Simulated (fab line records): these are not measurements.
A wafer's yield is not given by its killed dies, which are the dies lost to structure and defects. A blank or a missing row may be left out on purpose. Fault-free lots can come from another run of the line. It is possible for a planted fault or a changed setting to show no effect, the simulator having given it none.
2 desks looking at one fault || flow rit-cmos || every desk sees just its own numbers, and what lay behind them comes last

DESK OF THE TOOL OWNER: rie-diel-04
The tool's own readings at RIT_ACTIVE_ETCH_13 (etches Si3N4 in SF6, stops on SiO2, time 210 s, target depth 210 nm): means of the sampled wafers that have a number, for each lot that ran on this tool. If a lot's mean is further than 4 standard deviations from the usual mean, the lot is out of limits and carries the mark OUT (the distance appears in the brackets).
Columns: A = drypump-motor-current-A at RIT_ACTIVE_ETCH_13, usual 5.7 A; B = oes-product-au at RIT_ACTIVE_ETCH_13, usual 0.816 a.u.; C = throttle-valve-pct at RIT_ACTIVE_ETCH_13, usual 7.50 %
{"lot": "L298", "first seen here": "day 1 21:46", "A": 5.5, "B": 0.820, "C": 7.54}
{"lot": "L314", "first seen here": "day 5 06:59", "A": 5.5, "B": 0.807, "C": 7.54}
{"lot": "L315", "first seen here": "day 5 10:09", "A": 5.7, "B": 0.812, "C": 7.54}
{"lot": "L316", "first seen here": "day 5 13:50", "A": 5.6, "B": 0.819, "C": 7.61}
Finding of this desk: none of the 4 lots has anything out of limits.

FROM THE METROLOGY DESK
Lot by lot, what the gauges showed, no matter which tool ran the lot: averages of those sampled wafers that carry a number. If a lot's mean is further than 4 standard deviations from the usual mean, the lot is out of limits and carries the mark OUT (the distance appears in the brackets).
Columns: A = ACTIVE_OXIDE_THK at RIT_ACTIVE_THK_MEAS_02, usual 46.9 nm; B = ACTIVE_NITRIDE_THK at RIT_ACTIVE_THK_MEAS_04, usual 148.4 nm; C = cd-nm at RIT_ACTIVE_CD_MEAS_11, usual 1400.4 nm
{"lot": "L298", "first seen here": "day 1 18:59", "A": 46.8, "B": 149.9, "C": 1399.0}
{"lot": "L303", "first seen here": "day 2 19:00", "A": 47.2, "B": 149.0, "C": 1399.1}
{"lot": "L312", "first seen here": "day 4 15:03", "A": 46.1, "B": 150.1, "C": 1399.4}
{"lot": "L314", "first seen here": "day 5 04:11", "A": 47.0, "B": 146.4, "C": 1399.9}
{"lot": "L315", "first seen here": "day 5 07:05", "A": 47.7, "B": 147.1, "C": 1399.3}
{"lot": "L316", "first seen here": "day 5 11:03", "A": 45.5, "B": 147.3, "C": 1404.8}
{"lot": "L319", "first seen here": "day 6 02:59", "A": 47.8, "B": 148.6, "C": 1402.3}
Finding of this desk: none of the 7 lots has anything out of limits.

BROUGHT TOGETHER
The tool owner's desk saw nothing out of limits.
The metrology desk saw nothing out of limits.

WHAT THE SIMULATOR HAD PUT IN
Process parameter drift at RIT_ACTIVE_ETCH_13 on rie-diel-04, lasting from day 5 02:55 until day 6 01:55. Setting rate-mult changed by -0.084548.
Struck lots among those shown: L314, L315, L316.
